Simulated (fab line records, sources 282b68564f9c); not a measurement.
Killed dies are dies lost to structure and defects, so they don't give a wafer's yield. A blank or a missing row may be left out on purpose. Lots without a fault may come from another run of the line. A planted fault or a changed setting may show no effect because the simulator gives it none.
One fault seen from 2 desks | flow rit_cmos | each desk has only its own numbers; what lay behind them comes last

THE TOOL OWNER'S DESK: rie_si-02
The tool's own readings at RIT_GATE_ETCH_19 (etches poly-Si in SF6/CHF3/O2, stops on SiO2, time 165 s, target depth 312.5 nm): means of the sampled wafers that have a number, for each lot that ran on this tool. A lot is out of limits, marked OUT, if its mean lies more than 4 standard deviations from the usual mean; the brackets give that distance.
Columns: A = SF6_flow_sccm at RIT_GATE_ETCH_19, usual 30.00 sccm; B = drypump_motor_current_A at RIT_GATE_ETCH_19, usual 5.5 A; C = oes_product_au at RIT_GATE_ETCH_19, usual 0.845 a.u.; D = rf_fwd_power_W at RIT_GATE_ETCH_19, usual 159.3 W; E = throttle_valve_pct at RIT_GATE_ETCH_19, usual 10.24 %
lot  | first seen here | A     | B   | C     | D     | E
L145 | day 4 11:35     | 30.00 | 5.6 | 0.839 | 159.0 | 10.32
L153 | day 6 02:16     | 29.92 | 5.6 | 0.887 | 158.7 | 10.31
L155 | day 6 11:44     | 29.91 | 5.6 | 0.884 | 158.8 | 10.18
This desk's finding: nothing out of limits on any of the 3 lots.

THE METROLOGY DESK
What the gauges read, lot by lot, whatever tool the lot ran on: means of the sampled wafers that have a number. A lot is out of limits, marked OUT, if its mean lies more than 4 standard deviations from the usual mean; the brackets give that distance.
Columns: A = GATE_OXIDE_THK at RIT_GATE_THK_MEAS_07, usual 2.97 nm; B = GATE_POLY_THK at RIT_GATE_THK_MEAS_09, usual 248.8 nm; C = cd_nm at RIT_GATE_CD_MEAS_16, usual 148.7 nm; D = GATE_OVL at RIT_GATE_OVL_MEAS_17, usual -1.2 nm
lot  | first seen here | A    | B     | C     | D
L138 | day 2 23:37     | 2.84 | 246.2 | 147.4 | -1.3
L145 | day 4 08:06     | 3.03 | 247.9 | 151.0 | -2.5
L152 | day 5 17:35     | 3.02 | 249.1 | 147.3 | -1.7
L153 | day 5 23:15     | 2.99 | 250.6 | 151.6 | -2.3
L155 | day 6 06:07     | 2.95 | 251.5 | 145.3 | -1.1
L156 | day 6 09:49     | 2.83 | 249.5 | 155.6 | 0.5
This desk's finding: nothing out of limits on any of the 6 lots.

PUT TOGETHER
The tool owner's desk saw nothing out of limits.
The metrology desk saw nothing out of limits.

WHAT THE SIMULATOR HAD PUT IN
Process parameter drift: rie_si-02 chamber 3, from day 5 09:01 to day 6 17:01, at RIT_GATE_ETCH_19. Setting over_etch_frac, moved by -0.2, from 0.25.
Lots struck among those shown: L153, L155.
